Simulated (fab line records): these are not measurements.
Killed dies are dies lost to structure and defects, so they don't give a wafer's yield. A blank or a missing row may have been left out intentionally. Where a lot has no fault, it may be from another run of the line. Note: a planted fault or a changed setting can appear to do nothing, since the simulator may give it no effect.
fab line records	flow berkeleyCmos170
record: lots: 15	wafers: 45	lastDay: 13
route steps=331 shown V1@256 M2@288 V2@294
lots with no fault: from the same line, run without faults
startH: the number of hours between the record's first day and the start of the first shown wafer of the lot	waitH: hours from the lot's prior step to this one	" repeats the value in the row above	L1.1+2: one row covering several wafers at once	- no value, or no start was given	* or withheld: withheld	< > ~ a bound
route shown NAME@n: a module of which the file shows steps, and the number in the route of the first	usual: mean/standard deviation taken from wafers without a fault	same: alike in all rows	chamber/n: place in a boat	sites: readings site by site	_std_site: their standard deviation	_edge_site: outer sites' mean less inner sites'	radiusMm: for every site, how far away it sits from the centre of the wafer	mask NAME#n: copy n	behind: the last tool/chamber to shape the wafer	hold: what put the lot on hold/how long, in hours/how the hold closed	device: which transistor (n, p or np) failed to switch	end of line: the route-end tests of the same wafers	a step with no rows: only its recipe	killed: at the first sort, the dies lost to defects and structure; wafer yield is something else	map: shows each die of a wafer: x if killed, . if not, _ if none is there
set.NAME: setting as actually run; set.NAME@STEP: the setting as run at that earlier step	model.NAME: the simulator's own value behind a step, which no gauge read
route steps across a sampled set of lots; one table per step, one row per wafer
services: the hour from which a tool's chamber was out of use, counted from the record's first day as startH (under 0 if before that day), plus the number of hours and why
== steps ==
step: UCB170_V1_CMP_02
recipe: material: SiO2	downForcePsi: 6	platenRpm: 60	padVelocityMS: 0.75398
usual: edgeZonePressureFrac: 1.000/0.0045	headPressurePsi: 6.000/0.013	motorCurrentA: 16.3/1.3	platenRpm: 60.00/0.038	retainingRingPressureFrac: 1.000/0.0047
lot.wafer	tool	chamber	startH	waitH	edgeZonePressureFrac	headPressurePsi	motorCurrentA	platenRpm	retainingRingPressureFrac
L265.3	cmp-01	3	184.37	0.0	1.002	6.005	14.1	59.99	0.992
L265.1	"	0	"	"	0.999	6.000	17.1	59.98	1.001
L265.6	"	3	"	"	1.001	6.025	14.0	60.00	0.994
L264.3	cmp-01	2	184.72	0.4	0.998	5.985	14.4	59.95	1.002
L264.1	"	0	"	"	1.000	5.996	16.4	60.04	1.002
L264.5	"	1	"	"	0.995	5.994	17.0	60.12	0.998
L266.3	cmp-01	1	185.81	0.1	1.003	5.998	16.6	59.93	1.005
L266.6	"	3	"	"	0.999	6.011	13.6	60.02	1.008
L266.5	"	0	"	"	1.002	6.002	17.4	60.05	1.007
L268.4	cmp-02	1	201.82	0.0	1.000	6.026	18.3	59.98	1.005
L268.3	"	2	"	"	0.998	6.020	17.0	60.03	0.998
L268.6	"	2	"	"	0.998	6.029	17.7	60.07	0.996
L269.1	cmp-01	2	210.78	0.1	0.994	6.031	15.2	59.96	0.999
L269.4	"	1	"	"	1.005	5.999	16.7	59.97	1.005
L269.5	"	3	"	"	0.999	6.002	13.5	59.97	1.003
L276.2	cmp-01	0	228.26	0.1	1.002	6.000	17.1	60.01	0.999
L276.1	"	1	"	"	1.001	5.984	16.2	59.94	0.995
L276.5	"	0	"	"	1.006	6.000	17.6	60.00	0.994
L274.1	cmp-01	0	228.56	0.4	1.001	6.009	17.6	60.02	1.000
L274.4	"	1	"	"	1.002	6.010	16.5	60.04	1.005
L274.5	"	3	"	"	1.004	5.989	13.7	60.00	0.997
L278.3	cmp-02	1	236.52	0.1	0.992	5.998	17.9	60.03	0.999
L278.4	"	2	"	"	1.005	6.016	16.3	59.98	1.002
L278.1	"	3	"	"	0.995	5.984	17.3	60.03	1.002
L275.3	cmp-02	0	237.80	0.0	1.000	5.999	15.9	59.94	1.006
L275.2	"	1	"	"	1.000	5.984	17.8	59.92	1.000
L275.6	"	0	"	"	1.000	6.000	16.5	59.94	1.010
L282.1	cmp-01	0	261.60	0.1	1.000	5.995	17.5	60.05	1.000
L282.5	"	2	"	"	1.002	5.972	14.6	59.94	1.007
L282.6	"	3	"	"	1.003	6.009	13.9	60.00	0.999
L280.4	cmp-02	0	262.93	0.1	0.997	5.989	16.0	60.07	1.008
L280.6	"	2	"	"	0.999	5.996	16.6	60.04	1.002
L280.5	"	3	"	"	1.004	5.997	16.9	60.00	1.002
L281.2	cmp-01	0	264.16	0.0	0.996	6.002	17.0	59.98	1.001
L281.4	"	3	"	"	1.005	5.992	14.1	59.94	1.006
L281.5	"	1	"	"	1.007	5.995	16.4	60.03	0.995
L279.4	cmp-02	0	264.18	0.0	1.003	5.976	16.2	59.94	0.998
L279.1	"	1	"	"	1.001	6.009	17.7	59.96	0.995
L279.5	"	1	"	"	1.002	6.008	16.6	59.98	0.997
L287.3	cmp-01	1	292.52	0.0	0.998	6.006	16.4	60.06	1.005
L287.2	"	0	"	"	1.001	5.977	17.3	59.96	0.999
L287.6	"	1	"	"	1.002	6.006	16.6	60.01	1.003
L286.1	cmp-02	0	293.85	0.1	1.005	6.002	17.5	59.98	0.993
L286.4	"	3	"	"	0.993	6.013	16.9	59.98	0.998
L286.5	"	1	"	"	0.995	6.000	17.8	59.96	0.989
step: UCB170_V1_BOW_MEAS_03
recipe: mode: bow
usual: V1_BOW: 19/7.1
lot.wafer	tool	chamber	startH	waitH	V1_BOW[um]
L265.1	filmMetro-01	-	184.67	0.2	25
L265.3	"	-	"	"	12
L265.6	"	-	"	"	12
L264.1	filmMetro-03	-	184.97	0.1	12
L264.3	"	-	"	"	12
L264.5	"	-	"	"	5
L266.3	filmMetro-03	-	186.05	0.2	22
L266.5	"	-	"	"	25
L266.6	"	-	"	"	21
L268.3	filmMetro-01	-	202.16	0.2	20
L268.4	"	-	"	"	23
L268.6	"	-	"	"	13
L269.1	filmMetro-03	-	211.08	0.2	6
L269.4	"	-	"	"	26
L269.5	"	-	"	"	16
L276.1	filmMetro-01	-	228.51	0.1	7
L276.2	"	-	"	"	24
L276.5	"	-	"	"	22
L274.1	filmMetro-04	-	228.81	0.2	12
L274.4	"	-	"	"	23
L274.5	"	-	"	"	26
L278.1	filmMetro-04	-	236.77	0.1	16
L278.3	"	-	"	"	20
L278.4	"	-	"	"	25
L275.2	filmMetro-03	-	238.12	0.2	19
L275.3	"	-	"	"	23
L275.6	"	-	"	"	18
L282.1	filmMetro-03	-	261.80	0.1	6
L282.5	"	-	"	"	2
L282.6	"	-	"	"	12
L280.4	filmMetro-04	-	263.19	0.2	15
L280.5	"	-	"	"	26
L280.6	"	-	"	"	19
L279.1	filmMetro-04	-	264.48	0.2	20
L279.4	"	-	"	"	18
L279.5	"	-	"	"	18
L281.2	filmMetro-01	-	264.48	0.3	20
L281.4	"	-	"	"	22
L281.5	"	-	"	"	15
L287.2	filmMetro-04	-	292.84	0.1	28
L287.3	"	-	"	"	24
L287.6	"	-	"	"	12
L286.1	filmMetro-01	-	294.15	0.2	18
L286.4	"	-	"	"	26
L286.5	"	-	"	"	14
step: UCB170_M2_ETCH_17
recipe: chemistry: N2/H2	targetDepthA: withheld	overetchA: withheld	target: BARC	timeS: withheld	sourceW: 500	biasW: 100	pressureMtorr: 30	n2FlowSccm: 100	h2FlowSccm: 200
usual: drypumpMotorCurrentA: 5.8/0.31	oesProductAu: 0.99/0.032	throttleValvePct: 13.34/0.18
lot.wafer	tool	chamber	startH	waitH	drypumpMotorCurrentA	oesProductAu	throttleValvePct
L265.1	rieDiel-02	2	192.21	0.0	5.9	0.98	13.41
L265.3	"	0	"	"	5.3	1.01	13.59
L265.6	"	3	"	"	6.2	0.99	13.28
L264.1	rieDiel-03	0	192.33	0.0	5.7	0.97	13.31
L264.3	"	3	"	"	5.8	0.92	13.06
L264.5	"	1	"	"	5.7	1.03	13.62
L266.3	rieDiel-02	3	193.82	0.0	6.2	1.01	13.26
L266.5	"	0	"	"	5.3	1.01	13.59
L266.6	"	3	"	"	6.2	1.01	13.28
L268.3	rieDiel-01	1	206.67	0.0	6.0	1.01	13.20
L268.4	"	2	"	"	6.0	0.98	13.39
L268.6	"	1	"	"	6.0	1.01	13.21
L269.1	rieDiel-01	2	217.07	0.0	6.1	0.98	13.39
L269.4	"	1	"	"	6.0	1.01	13.22
L269.5	"	1	"	"	6.0	1.01	13.20
L276.1	rieDiel-03	2	233.82	0.0	6.2	1.03	13.12
L276.2	"	1	"	"	5.7	1.03	13.62
L276.5	"	3	"	"	5.8	0.92	13.06
L274.1	rieDiel-01	1	234.30	0.0	6.0	1.02	13.21
L274.4	"	3	"	"	5.6	0.98	13.41
L274.5	"	2	"	"	6.1	0.98	13.38
L278.1	rieDiel-02	2	242.38	0.0	6.0	0.99	13.42
L278.3	"	1	"	"	6.1	0.97	13.64
L278.4	"	3	"	"	6.2	1.00	13.27
L275.2	rieDiel-03	3	242.62	0.0	5.8	0.91	13.05
L275.3	"	0	"	"	5.7	0.96	13.31
L275.6	"	3	"	"	5.8	0.92	13.06
L282.1	rieDiel-03	2	266.06	0.0	6.1	1.03	13.12
L282.5	"	2	"	"	6.1	1.02	13.11
L282.6	"	1	"	"	5.7	1.04	13.61
L280.4	rieDiel-02	2	267.31	0.0	5.9	0.99	13.40
L280.5	"	3	"	"	6.2	1.00	13.28
L280.6	"	0	"	"	5.3	1.02	13.60
L281.2	rieDiel-01	1	268.39	0.0	6.0	1.02	13.21
L281.4	"	2	"	"	6.0	0.99	13.38
L281.5	"	1	"	"	6.0	1.03	13.20
L279.1	rieDiel-02	2	268.84	0.0	6.0	0.99	13.42
L279.4	"	2	"	"	6.0	0.98	13.41
L279.5	"	3	"	"	6.2	1.00	13.28
L287.2	rieDiel-01	3	297.57	0.0	5.6	1.00	13.36
L287.3	"	2	"	"	6.0	0.98	13.39
L287.6	"	2	"	"	6.0	0.98	13.37
L286.1	rieDiel-01	1	298.91	0.0	6.0	1.02	13.21
L286.4	"	0	"	"	5.3	0.97	13.17
L286.5	"	3	"	"	5.6	1.00	13.36
step: UCB170_V2_CMP_02
recipe: material: SiO2	downForcePsi: 6	platenRpm: 60	padVelocityMS: 0.75398
usual: edgeZonePressureFrac: 1.000/0.0054	headPressurePsi: 6.001/0.012	motorCurrentA: 16.1/1.4	platenRpm: 60.00/0.032	retainingRingPressureFrac: 1.000/0.0049
lot.wafer	tool	chamber	startH	waitH	edgeZonePressureFrac	headPressurePsi	motorCurrentA	platenRpm	retainingRingPressureFrac
L265.3	cmp-01	3	192.88	0.0	1.002	6.009	13.3	59.99	1.007
L265.1	"	2	"	"	1.002	5.991	15.7	60.02	0.999
L265.6	"	3	"	"	1.002	6.022	13.6	59.97	1.011
L264.1	cmp-02	0	193.18	0.1	1.005	6.017	16.0	60.04	1.007
L264.3	"	2	"	"	1.007	5.978	17.6	60.03	0.995
L264.5	"	1	"	"	1.013	6.008	18.0	59.96	1.005
L266.3	cmp-01	2	194.77	0.1	0.999	5.992	14.4	59.99	1.003
L266.5	"	0	"	"	0.988	6.004	16.6	60.02	1.000
L266.6	"	1	"	"	0.999	6.018	16.2	59.95	1.003
L268.3	cmp-01	0	207.54	0.1	0.991	6.006	17.1	60.02	0.998
L268.4	"	1	"	"	0.996	5.990	16.2	60.05	0.998
L268.6	"	2	"	"	0.993	6.000	14.4	60.02	1.000
L269.4	cmp-02	1	217.79	0.1	0.996	6.004	17.8	60.00	0.993
L269.1	"	2	"	"	1.000	6.003	16.8	60.03	1.002
L269.5	"	0	"	"	1.009	6.016	16.7	60.01	1.001
L276.2	cmp-02	0	234.48	0.0	1.002	5.997	15.6	60.02	1.011
L276.1	"	2	"	"	0.998	6.016	17.5	60.03	0.999
L276.5	"	1	"	"	1.002	5.993	17.6	60.02	0.995
L274.4	cmp-02	2	235.08	0.1	-	-	-	-	-
L274.1	"	0	"	"	-	-	-	-	-
L274.5	"	3	"	"	-	-	-	-	-
L278.1	cmp-02	2	243.05	0.1	-	-	-	-	-
L278.4	"	3	"	"	-	-	-	-	-
L278.3	"	0	"	"	-	-	-	-	-
L275.2	cmp-02	2	243.40	0.1	-	-	-	-	-
L275.3	"	3	"	"	-	-	-	-	-
L275.6	"	1	"	"	-	-	-	-	-
L282.1	cmp-01	1	266.72	0.1	0.996	6.012	15.7	59.96	1.005
L282.6	"	1	"	"	0.998	6.019	16.4	59.98	1.004
L282.5	"	2	"	"	1.000	5.996	14.8	59.96	1.000
L280.4	cmp-02	0	267.96	0.0	0.997	6.000	17.0	59.99	1.000
L280.6	"	0	"	"	0.998	6.004	15.2	60.01	0.992
L280.5	"	1	"	"	1.004	5.996	17.0	59.99	1.003
L281.4	cmp-01	3	269.31	0.1	0.999	6.005	14.3	60.01	0.997
L281.2	"	1	"	"	0.999	6.009	16.1	60.02	0.998
L281.5	"	3	"	"	1.003	5.989	13.2	60.04	0.998
L279.4	cmp-02	1	269.51	0.0	1.006	5.986	17.5	60.00	1.006
L279.1	"	3	"	"	0.997	6.009	16.6	60.08	1.008
L279.5	"	2	"	"	0.994	6.007	17.3	59.99	0.994
L287.3	cmp-01	3	298.29	0.1	1.004	5.998	13.8	59.97	1.003
L287.2	"	0	"	"	1.003	6.012	17.0	59.97	0.996
L287.6	"	2	"	"	1.003	6.013	14.7	59.95	1.004
L286.1	cmp-01	3	299.63	0.1	1.003	5.990	13.1	59.98	0.997
L286.4	"	1	"	"	0.986	5.969	16.7	60.07	0.999
L286.5	"	3	"	"	0.994	5.999	13.7	59.98	1.000
step: UCB170_V2_THK_MEAS_04
recipe: reads: SiO2_of_V2_CVD_00
usual: V2_POLISHED_THK: 999.7/1.4
lot.wafer	tool	chamber	startH	waitH	V2_POLISHED_THK[nm]
L265.1	filmMetro-03	-	193.30	0.1	1001.7
L265.3	"	-	"	"	1000.8
L265.6	"	-	"	"	1001.5
L264.1	filmMetro-02	-	193.60	0.1	998.4
L264.3	"	-	"	"	999.6
L264.5	"	-	"	"	998.8
L266.3	filmMetro-02	-	195.11	0.1	999.5
L266.5	"	-	"	"	1000.6
L266.6	"	-	"	"	999.3
L268.3	filmMetro-02	-	207.88	0.1	1000.0
L268.4	"	-	"	"	999.7
L268.6	"	-	"	"	1001.3
L269.1	filmMetro-02	-	218.18	0.1	999.6
L269.4	"	-	"	"	999.1
L269.5	"	-	"	"	997.3
L276.1	filmMetro-01	-	234.90	0.1	1000.7
L276.2	"	-	"	"	998.8
L276.5	"	-	"	"	1000.6
L274.1	filmMetro-01	-	235.50	0.1	1993.2
L274.4	"	-	"	"	2033.0
L274.5	"	-	"	"	2020.4
L278.1	filmMetro-01	-	243.47	0.1	1942.5
L278.3	"	-	"	"	1984.8
L278.4	"	-	"	"	1998.5
L275.2	filmMetro-03	-	243.78	0.1	1997.3
L275.3	"	-	"	"	1988.4
L275.6	"	-	"	"	2002.8
L282.1	filmMetro-03	-	267.14	0.1	999.2
L282.5	"	-	"	"	1000.3
L282.6	"	-	"	"	998.5
L280.4	filmMetro-01	-	268.41	0.1	996.2
L280.5	"	-	"	"	999.9
L280.6	"	-	"	"	997.3
L281.2	filmMetro-01	-	269.69	0.1	999.3
L281.4	"	-	"	"	998.7
L281.5	"	-	"	"	1000.8
L279.1	filmMetro-02	-	269.93	0.1	997.4
L279.4	"	-	"	"	999.8
L279.5	"	-	"	"	999.9
L287.2	filmMetro-01	-	298.67	0.1	1000.6
L287.3	"	-	"	"	1000.3
L287.6	"	-	"	"	1002.7
L286.1	filmMetro-02	-	300.00	0.1	1000.1
L286.4	"	-	"	"	1000.4
L286.5	"	-	"	"	1000.4
step: UCB170_V2_ETCH_14
recipe: chemistry: CHF3/CF4/Ar	target: SiO2	stopOn: Al	CHF3_flow_sccm: 45	cf4FlowSccm: 15	Ar_flow_sccm: 150	pressureMtorr: 200	rfW: 700	targetDepthA: 12500	overEtchFrac: 0.25	timeS: 291
usual: cf4FlowSccm: 15.00/0.043	drypumpMotorCurrentA: 5.69/0.2	oesProductAu: 0.877/0.015	throttleValvePct: 6.92/0.12
lot.wafer	tool	chamber	startH	waitH	cf4FlowSccm	drypumpMotorCurrentA	oesProductAu	rfHoursCounterH	throttleValvePct
L265.1	rieDiel-04	1	194.93	0.0	14.99	5.58	0.876	0	7.10
L265.3	"	0	"	"	15.05	5.72	0.907	14	6.78
L265.6	"	1	"	"	15.04	5.59	0.882	-	7.12
L264.1	rieDiel-04	1	195.59	0.0	14.90	5.57	0.877	0	7.11
L264.3	"	0	"	"	15.02	5.73	0.892	14	6.79
L264.5	"	3	"	"	15.00	5.47	0.876	-	6.93
L266.3	rieDiel-04	2	196.83	0.0	14.95	5.80	0.881	92	6.94
L266.5	"	1	"	"	15.07	5.57	0.879	-	7.11
L266.6	"	0	"	"	15.02	5.72	0.904	-	6.77
L268.3	rieDiel-04	1	209.09	0.0	14.95	5.58	0.884	1	7.11
L268.4	"	3	"	"	15.03	5.49	0.882	20	6.94
L268.6	"	0	"	"	15.03	5.69	0.905	-	6.77
L269.1	rieDiel-01	1	219.41	0.0	14.95	6.04	0.868	111	6.78
L269.4	"	0	"	"	14.98	5.38	0.860	3	6.83
L269.5	"	0	"	"	15.03	5.36	0.863	-	6.81
L276.1	rieDiel-01	0	236.50	0.0	15.02	5.37	0.865	4	6.82
L276.2	"	1	"	"	14.97	6.02	0.868	112	6.81
L276.5	"	3	"	"	14.95	5.55	0.860	-	7.03
L274.1	rieDiel-03	3	237.87	0.0	15.00	5.77	1.509	104	6.82
L274.4	"	1	"	"	14.98	5.69	1.670	132	7.13
L274.5	"	3	"	"	15.00	5.78	1.495	-	6.82
L278.1	rieDiel-04	3	244.95	0.0	15.00	5.52	1.644	23	6.98
L278.3	"	0	"	"	14.99	5.69	1.689	17	6.81
L278.4	"	1	"	"	15.03	5.56	1.656	4	7.16
L275.2	rieDiel-03	3	245.22	0.0	14.96	5.75	1.509	105	6.82
L275.3	"	0	"	"	15.08	5.72	1.554	69	7.11
L275.6	"	3	"	"	14.94	5.76	1.516	-	6.81
L282.1	rieDiel-03	3	268.60	0.0	15.03	5.76	0.844	105	6.79
L282.5	"	0	"	"	15.02	5.68	0.854	-	7.08
L282.6	"	1	"	"	15.05	5.69	0.884	-	7.09
L280.4	rieDiel-04	1	269.77	0.0	15.07	5.58	0.889	4	7.12
L280.5	"	0	"	"	15.03	5.71	0.903	-	6.75
L280.6	"	3	"	"	14.93	5.50	0.878	-	6.95
L281.2	rieDiel-01	2	271.04	0.0	15.00	6.01	0.882	84	6.90
L281.4	"	2	"	"	14.96	6.02	0.876	-	6.89
L281.5	"	1	"	"	15.04	6.02	0.858	-	6.79
L279.1	rieDiel-04	2	271.32	0.0	14.99	5.76	0.878	96	6.95
L279.4	"	1	"	"	15.06	5.59	0.886	5	7.11
L279.5	"	0	"	"	15.04	5.69	0.903	-	6.78
L287.2	rieDiel-04	3	300.29	0.0	14.98	5.45	0.886	25	6.94
L287.3	"	0	"	"	14.98	5.74	0.901	20	6.78
L287.6	"	0	"	"	14.98	5.75	0.906	-	6.79
L286.1	rieDiel-04	1	301.86	0.0	15.05	5.58	0.887	7	7.12
L286.4	"	1	"	"	15.03	5.57	0.874	-	7.11
L286.5	"	3	"	"	15.03	5.50	0.872	-	6.93
== services ==
tool	chamber	startH	hours	kind
rieDiel-02	2	161.81	22.3	repair
cmp-02	-	164.95	2.5	repair
rieDiel-01	3	165.84	4.1	repair
rieDiel-03	3	169.00	4.3	repair
rieDiel-04	1	175.09	-	clean
rieDiel-04	1	175.09	19.4	scheduledDown
rieDiel-04	1	175.09	19.4	ventCycle
cmp-02	-	191.36	0.7	repair
rieDiel-03	0	195.64	1.5	repair
rieDiel-02	-	211.92	28.1	pm
rieDiel-01	0	222.67	13.2	repair
rieDiel-04	2	230.42	2.7	repair
cmp-01	-	231.19	5.7	pm
cmp-01	-	236.86	4.1	pm
rieDiel-03	1	240.11	23.5	repair
cmp-01	-	240.92	4.0	pm
cmp-01	-	244.92	-	consumableReplace:conditioner
cmp-01	-	244.92	-	consumableReplace:pad
cmp-02	-	246.42	4.4	pm
rieDiel-02	1	259.05	1.8	repair
cmp-02	-	279.50	13.1	pm
rieDiel-02	3	280.92	12.7	repair
rieDiel-04	2	281.16	21.5	repair
rieDiel-01	-	289.53	2.8	pm
== key ==
firstSign: step: UCB170_V2_CMP_02	reading: toolRecord	direction: missing
effect: step: UCB170_V2_THK_MEAS_04	reading: V2_POLISHED_THK	direction: up	sigmas: 99+	usual: 999.7	struck: 1995.6
effect: step: UCB170_V2_ETCH_14	reading: oesProductAu	direction: up	sigmas: 49	usual: 0.877	struck: 1.582
moreKillsBornAt: UCB170_V2_CMP_02@cmp-02: 1556
metAt UCB170_V2_CMP_02
struckLots L274,L275,L278
laterRowsLeftOut L274.1,L274.4,L274.5,L275.2,L275.3,L275.6,L278.1,L278.3,L278.4
sortLeftOut L278.1,L278.3,L278.4
notActingAt UCB170_V1_CMP_02,UCB170_V1_BOW_MEAS_03,UCB170_M2_ETCH_17
onsetBetween 234.48 235.08
fault: kind: skippedStepWhole	tool: cmp-02	chamber: -	onsetH: 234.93	steps: UCB170_V2_CMP_02	scope: struckLotsOnly
sortLeftOut: the simulated sort isn't trusted on such a fault, so these wafers' sort isn't shown, and their yield isn't known
laterRowsLeftOut: the simulator's readings of these wafers behind a module that went badly wrong aren't trusted and aren't shown, but for the sort
